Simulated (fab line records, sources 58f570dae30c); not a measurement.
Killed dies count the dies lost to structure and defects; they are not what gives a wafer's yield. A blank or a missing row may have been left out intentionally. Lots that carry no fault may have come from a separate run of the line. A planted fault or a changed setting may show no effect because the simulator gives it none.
One fault seen from 2 desks || flow berkeley cmos170 || each desk has only its own numbers; what lay behind them comes last

FOR THE TOOL OWNER'S DESK: pecvd-02
The tool's own readings at UCB170_SPACER_CVD_00 (deposits SiO2 from TEOS/O2, target thk 376 nm, time 47 s): means of the sampled wafers that have a number, for each lot that ran on this tool. If a lot's mean is further than 4 standard deviations from the usual mean, the lot is out of limits and carries the mark OUT (the distance appears in the brackets).
Columns: A = heater power w at UCB170_SPACER_CVD_00, usual 280 W
{"lot": "L923", "first seen here": "day 7 05:47", "A": 224}
{"lot": "L924", "first seen here": "day 7 06:31", "A": 327}
{"lot": "L927", "first seen here": "day 7 14:54", "A": 240}
{"lot": "L929", "first seen here": "day 8 13:25", "A": 305}
{"lot": "L936", "first seen here": "day 10 08:11", "A": 292}
{"lot": "L943", "first seen here": "day 11 14:38", "A": 262}
{"lot": "L941", "first seen here": "day 11 15:18", "A": 269}
This desk found nothing out of limits on any of the 7 lots.

AT THE METROLOGY DESK
What the gauges read, lot by lot, whatever tool the lot ran on: means of the sampled wafers that have a number. If a lot's mean is further than 4 standard deviations from the usual mean, the lot is out of limits and carries the mark OUT (the distance appears in the brackets).
Columns: A = SPACER_TEOS_THK at UCB170_SPACER_THK_MEAS_01, usual 375 nm
{"lot": "L923", "first seen here": "day 7 05:51", "A": 382}
{"lot": "L924", "first seen here": "day 7 06:34", "A": 380}
{"lot": "L927", "first seen here": "day 7 14:56", "A": 377}
{"lot": "L930", "first seen here": "day 8 12:37", "A": 375}
{"lot": "L928", "first seen here": "day 8 12:58", "A": 375}
{"lot": "L929", "first seen here": "day 8 13:28", "A": 378}
{"lot": "L931", "first seen here": "day 8 23:18", "A": 373}
{"lot": "L933", "first seen here": "day 9 23:23", "A": 374}
{"lot": "L934", "first seen here": "day 9 23:37", "A": 374}
{"lot": "L936", "first seen here": "day 10 08:14", "A": 371}
{"lot": "L937", "first seen here": "day 10 08:46", "A": 372}
{"lot": "L939", "first seen here": "day 11 03:19", "A": 373}
{"lot": "L943", "first seen here": "day 11 14:41", "A": 385}
{"lot": "L941", "first seen here": "day 11 15:20", "A": 389}
This desk found nothing out of limits on any of the 14 lots.

BROUGHT TOGETHER
Nothing out of limits was seen by the tool owner's desk.
From the metrology desk's view, nothing was out of limits.

WHAT THE SIMULATOR PUT IN
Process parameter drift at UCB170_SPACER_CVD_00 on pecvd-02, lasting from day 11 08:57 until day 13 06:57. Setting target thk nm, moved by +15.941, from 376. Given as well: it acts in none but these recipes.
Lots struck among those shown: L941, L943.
